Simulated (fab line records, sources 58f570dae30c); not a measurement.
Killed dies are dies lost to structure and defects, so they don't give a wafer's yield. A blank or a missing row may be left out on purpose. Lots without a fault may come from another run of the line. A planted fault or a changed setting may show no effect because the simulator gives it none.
Problem report in the 8D (eight disciplines) form, filled by code | flow berkeley_cmos170 | the parts of the form that need people (team, actions taken, sign-off) are left out

1. THE PROBLEM
oes_product_au at UCB170_CONTACT_ETCH_18 reads a mean of 0.759 a.u. on 9 wafers of 3 lots; wafers without a fault read 0.904 a.u. with a standard deviation of 0.015. That is -9.7 standard deviations from the usual mean.
The step: etches PSG in CHF3/CF4/Ar, stops on TiSi2, target depth 840 nm, time 195 s.
First seen on wafer L941.1, day 11 15:00, on rie_diel-04. The record holds 45 wafers of 15 lots with a number at this step. Rule for "out", or "out of limits": more than 4 standard deviations from the usual mean. The other wafers with a number count as sound.

2. WHAT IT IS AND WHAT IT IS NOT
question                    | is                     | is not
which readings at this step | oes_product_au         | drypump_motor_current_A, throttle_valve_pct
which lots                  | L941, L945, L946       | L927, L928, L929, L930, L931, L932, L933, L935, L936, L937, L949, L950
which wafers of those lots  | all that have a number | -
read on which tools         | rie_diel-04            | rie_diel-01, rie_diel-03
when                        | from day 11 15:00      | up to then (30 sound wafers); but 6 sound wafers of L949, L950 came after

3. SUSPECTS, AND WHAT RULES EACH OUT
Counting: a tool at a process step up to the reading stays a suspect if it ran every lot that is out and no sound lot after the first of them.
- rie_diel-04 at UCB170_CONTACT_ETCH_18 (etches PSG in CHF3/CF4/Ar, stops on TiSi2, target depth 840 nm, time 195 s): kept. It ran every lot that is out, first L941 (day 11 15:00), and no sound lot after that; its last sound lot up to then is L937 (day 10 07:00). Its own readings are out on those wafers: oes_product_au.
Left after counting: rie_diel-04 at UCB170_CONTACT_ETCH_18.

4. THE CAUSE (what the simulator had put in)
Process parameter drift: rie_diel-04, from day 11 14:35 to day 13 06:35, at UCB170_CONTACT_ETCH_18. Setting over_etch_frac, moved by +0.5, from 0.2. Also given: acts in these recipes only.
Counting left only this tool.

5. THE CHAIN OF EFFECTS, in route order
Each row: a reading whose mean over the struck wafers that have a number lies more than 3 standard deviations from the usual. Only readings for which the record gives a usual standard deviation are gone through. hours: the time from each lot's start at the first step in this table that gives one to its start at this step, as a median over the lots. sigmas: the change in usual standard deviations.
hours | step                   | reading        | usual      | on struck wafers | change | sigmas
0     | UCB170_CONTACT_ETCH_18 | oes_product_au | 0.904 a.u. | 0.759            | -0.145 | -9.7
The process steps in it:
- UCB170_CONTACT_ETCH_18: etches PSG in CHF3/CF4/Ar, stops on TiSi2, target depth 840 nm, time 195 s.

6. WHAT WOULD HAVE CAUGHT IT SOONER
In this record the first reading out of limits was taken at day 11 15:00, 0 hours after the fault began at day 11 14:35.
